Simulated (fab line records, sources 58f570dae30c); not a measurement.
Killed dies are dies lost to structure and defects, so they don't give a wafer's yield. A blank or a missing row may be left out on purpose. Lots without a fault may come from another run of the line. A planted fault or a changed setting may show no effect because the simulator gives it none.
One fault seen from 2 desks | flow berkeley_cmos170 | each desk has only its own numbers; what lay behind them comes last

THE TOOL OWNER'S DESK: plasma_asher-02
The tool's own readings at UCB170_CONTACT_STRIP_06 (strips in O2): means of the sampled wafers that have a number, for each lot that ran on this tool. A lot is out of limits, marked OUT, if its mean lies more than 4 standard deviations from the usual mean; the brackets give that distance.
Columns: A = drypump_motor_current_A at UCB170_CONTACT_STRIP_06, usual 5.9 A; B = oes_product_au at UCB170_CONTACT_STRIP_06, usual 0.735 a.u.; C = strip_time_to_endpoint_s at UCB170_CONTACT_STRIP_06, usual 21.96 s
lot  | first seen here | A   | B     | C
L958 | day 8 13:52     | 6.1 | 0.738 | 21.92
L961 | day 8 17:57     | 6.0 | 0.732 | 21.97
L964 | day 9 17:34     | 6.1 | 0.738 | 21.98
L967 | day 10 02:52    | 6.1 | 0.729 | 21.99
L968 | day 10 04:25    | 6.1 | 0.734 | 21.92
This desk's finding: nothing out of limits on any of the 5 lots.

THE METROLOGY DESK
What the gauges read, lot by lot, whatever tool the lot ran on: means of the sampled wafers that have a number. A lot is out of limits, marked OUT, if its mean lies more than 4 standard deviations from the usual mean; the brackets give that distance.
Columns: A = PWELL_OXIDE_THK at UCB170_PWELL_THK_MEAS_03, usual 26.2 nm; B = SCREENOX_OXIDE_THK at UCB170_SCREENOX_THK_MEAS_02, usual 14.31 nm
lot  | first seen here | A    | B
L958 | day 3 07:35     | 26.6 | 14.06
L960 | day 3 12:53     | 26.3 | 14.53
L961 | day 3 20:53     | 26.2 | 14.20
L963 | day 4 03:21     | 26.0 | 14.34
L962 | day 4 03:22     | 26.8 | 13.96
L964 | day 4 16:23     | 26.4 | 14.08
L967 | day 5 03:40     | 25.5 | 14.52
L968 | day 5 10:32     | 25.7 | 14.10
L969 | day 5 10:32     | 25.8 | 14.66
L978 | day 7 09:22     | 26.3 | 14.47
L976 | day 7 09:23     | 26.2 | 14.32
L977 | day 7 09:23     | 26.7 | 14.27
L979 | day 7 09:25     | 26.5 | 14.52
L980 | day 7 23:23     | 26.7 | 14.18
This desk's finding: nothing out of limits on any of the 14 lots.

PUT TOGETHER
The tool owner's desk saw nothing out of limits.
The metrology desk saw nothing out of limits.

WHAT THE SIMULATOR HAD PUT IN
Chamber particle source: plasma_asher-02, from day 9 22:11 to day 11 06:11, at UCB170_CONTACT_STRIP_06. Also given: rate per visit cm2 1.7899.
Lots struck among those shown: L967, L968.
